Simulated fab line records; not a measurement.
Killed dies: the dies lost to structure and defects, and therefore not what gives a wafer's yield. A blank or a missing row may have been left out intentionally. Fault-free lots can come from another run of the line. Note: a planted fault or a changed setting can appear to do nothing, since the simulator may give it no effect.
Tool commonality check / flow rit-cmos / 15 lots, 45 wafers sampled

THE REASON FOR OPENING IT
RIT_NSD_OVL_MEAS_06, reading NSD_OVL: flagged on 3 of 15 lots. No-fault wafers: 1.0 nm, standard deviation 1.5.
Rule: flag the lot when none of its wafers has a number, or when each of its wafers that has one lies beyond 4 standard deviations from that mean. All remaining lots are regarded as sound.

lot=L937; measured=day 3 01:10; on=overlay-01; NSD_OVL (nm), wafer by wafer=-0.3 -0.6 -0.5; flag=
lot=L938; measured=day 3 03:43; on=overlay-02; NSD_OVL (nm), wafer by wafer=1.5 1.7 2.0; flag=
lot=L939; measured=day 3 08:28; on=overlay-01; NSD_OVL (nm), wafer by wafer=-1.8 -1.9 -2.4; flag=
lot=L940; measured=day 3 15:22; on=overlay-01; NSD_OVL (nm), wafer by wafer=0.0 0.6 1.6; flag=
lot=L941; measured=day 3 18:50; on=overlay-01; NSD_OVL (nm), wafer by wafer=2.5 0.9 2.2; flag=
lot=L942; measured=day 4 00:50; on=overlay-02; NSD_OVL (nm), wafer by wafer=1.3 0.6 1.6; flag=
lot=L944; measured=day 4 13:29; on=overlay-02; NSD_OVL (nm), wafer by wafer=3.3 2.6 3.1; flag=
lot=L948; measured=day 5 09:08; on=overlay-01; NSD_OVL (nm), wafer by wafer=1.0 -0.8 -0.2; flag=
lot=L949; measured=day 5 12:36; on=overlay-02; NSD_OVL (nm), wafer by wafer=420.7 419.8 422.5; flag=FLAGGED
lot=L950; measured=day 5 17:20; on=overlay-02; NSD_OVL (nm), wafer by wafer=421.7 419.3 420.8; flag=FLAGGED
lot=L951; measured=day 6 00:41; on=overlay-02; NSD_OVL (nm), wafer by wafer=419.2 418.1 420.2; flag=FLAGGED
lot=L954; measured=day 6 12:53; on=overlay-02; NSD_OVL (nm), wafer by wafer=2.1 1.1 0.9; flag=
lot=L956; measured=day 6 23:11; on=overlay-01; NSD_OVL (nm), wafer by wafer=2.3 0.6 1.9; flag=
lot=L958; measured=day 7 08:11; on=overlay-01; NSD_OVL (nm), wafer by wafer=1.1 2.0 1.1; flag=
lot=L960; measured=day 8 00:14; on=overlay-01; NSD_OVL (nm), wafer by wafer=3.4 4.1 3.4; flag=
On average the flagged lots read 420.3 nm, which is +419.3 nm against the usual, or +99 or more standard deviations.

EACH LOT AND THE TOOL IT RAN ON
2 process steps preceding the reading are held in the record, out of 202 steps in the route. In each cell: the tool, then ch and the chambers that the sampled wafers went through, then the start.
lot=L937; flag=; RIT_ACTIVE_ETCH_13=rie-diel-03 ch 0,2,3, day 1 15:02; RIT_NSD_EXPOSE_03=iline-stepper-01 ch 0, day 3 00:47
lot=L938; flag=; RIT_ACTIVE_ETCH_13=rie-diel-01 ch 0,1, day 1 19:49; RIT_NSD_EXPOSE_03=iline-stepper-01 ch 0, day 3 03:20
lot=L939; flag=; RIT_ACTIVE_ETCH_13=rie-diel-02 ch 1,2, day 2 00:50; RIT_NSD_EXPOSE_03=iline-stepper-01 ch 0, day 3 08:04
lot=L940; flag=; RIT_ACTIVE_ETCH_13=rie-diel-03 ch 0,1,2, day 2 05:50; RIT_NSD_EXPOSE_03=iline-stepper-01 ch 0, day 3 14:58
lot=L941; flag=; RIT_ACTIVE_ETCH_13=rie-diel-03 ch 0,2,3, day 2 11:23; RIT_NSD_EXPOSE_03=iline-stepper-02 ch 0, day 3 18:26
lot=L942; flag=; RIT_ACTIVE_ETCH_13=rie-diel-01 ch 0,2,3, day 2 16:34; RIT_NSD_EXPOSE_03=iline-stepper-02 ch 0, day 4 00:26
lot=L944; flag=; RIT_ACTIVE_ETCH_13=rie-diel-03 ch 0,2,3, day 3 03:50; RIT_NSD_EXPOSE_03=iline-stepper-02 ch 0, day 4 13:07
lot=L948; flag=; RIT_ACTIVE_ETCH_13=rie-diel-02 ch 0,1,2, day 3 21:50; RIT_NSD_EXPOSE_03=iline-stepper-02 ch 0, day 5 08:44
lot=L949; flag=FLAGGED; RIT_ACTIVE_ETCH_13=rie-diel-02 ch 0,1, day 4 04:30; RIT_NSD_EXPOSE_03=iline-stepper-01 ch 0, day 5 12:12
lot=L950; flag=FLAGGED; RIT_ACTIVE_ETCH_13=rie-diel-03 ch 0,2,3, day 4 08:38; RIT_NSD_EXPOSE_03=iline-stepper-01 ch 0, day 5 16:56
lot=L951; flag=FLAGGED; RIT_ACTIVE_ETCH_13=rie-diel-01 ch 1,2,3, day 4 15:01; RIT_NSD_EXPOSE_03=iline-stepper-01 ch 0, day 6 00:17
lot=L954; flag=; RIT_ACTIVE_ETCH_13=rie-diel-01 ch 0,1,3, day 5 05:52; RIT_NSD_EXPOSE_03=iline-stepper-02 ch 0, day 6 12:29
lot=L956; flag=; RIT_ACTIVE_ETCH_13=rie-diel-03 ch 0,2,3, day 5 14:47; RIT_NSD_EXPOSE_03=iline-stepper-02 ch 0, day 6 22:47
lot=L958; flag=; RIT_ACTIVE_ETCH_13=rie-diel-03 ch 0,3, day 6 00:06; RIT_NSD_EXPOSE_03=iline-stepper-02 ch 0, day 7 07:49
lot=L960; flag=; RIT_ACTIVE_ETCH_13=rie-diel-01 ch 1,2, day 6 10:50; RIT_NSD_EXPOSE_03=iline-stepper-02 ch 0, day 7 23:48
What these steps do:
- RIT_ACTIVE_ETCH_13: etches Si3N4 in SF6, stops on SiO2, time 210 s, target depth 210 nm.
- RIT_NSD_EXPOSE_03: exposes mask M9, target cd 40700 nm.
- RIT_NSD_OVL_MEAS_06

FLAGGED OVER TOTAL, TOOL BY TOOL (the gauges that took the reading come last)
step=RIT_ACTIVE_ETCH_13; tool=rie-diel-01; lots run=5; flagged=1; share of the flagged lots=some; sound lots run after its first flagged lot=2 (L954,L960)
step=RIT_ACTIVE_ETCH_13; tool=rie-diel-02; lots run=3; flagged=1; share of the flagged lots=some; sound lots run after its first flagged lot=0
step=RIT_ACTIVE_ETCH_13; tool=rie-diel-03; lots run=7; flagged=1; share of the flagged lots=some; sound lots run after its first flagged lot=2 (L956,L958)
step=RIT_NSD_EXPOSE_03; tool=iline-stepper-01; lots run=7; flagged=3; share of the flagged lots=all; sound lots run after its first flagged lot=0
step=RIT_NSD_EXPOSE_03; tool=iline-stepper-02; lots run=8; flagged=0; share of the flagged lots=none; sound lots run after its first flagged lot=-
step=RIT_NSD_OVL_MEAS_06; tool=overlay-01; lots run=8; flagged=0; share of the flagged lots=none; sound lots run after its first flagged lot=-
step=RIT_NSD_OVL_MEAS_06; tool=overlay-02; lots run=7; flagged=3; share of the flagged lots=all; sound lots run after its first flagged lot=1 (L954)

WHAT THE TABLE ALLOWS
2 rows of the table ran every flagged lot: iline-stepper-01 at RIT_NSD_EXPOSE_03, overlay-02 at RIT_NSD_OVL_MEAS_06.
- iline-stepper-01 at RIT_NSD_EXPOSE_03 ran 7 lots, 3 of them flagged. Last sound lot L940 at day 3 14:58, first flagged lot L949 at day 5 12:12; a fault beginning in between fits.
- overlay-02 at RIT_NSD_OVL_MEAS_06 ran 7 lots, 3 of them flagged. After the first flagged lot (L954), sound lots still ran on it; a lasting fault on the whole tool would not permit that.
One tool is left: iline-stepper-01 at RIT_NSD_EXPOSE_03.

WHAT THE SIMULATOR HAD PUT IN
Scanner matching overlay: iline-stepper-01, from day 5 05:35 on, at RIT_NSD_EXPOSE_03. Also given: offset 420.
Lots struck among those shown: L949, L950, L951. The rule above found the same.
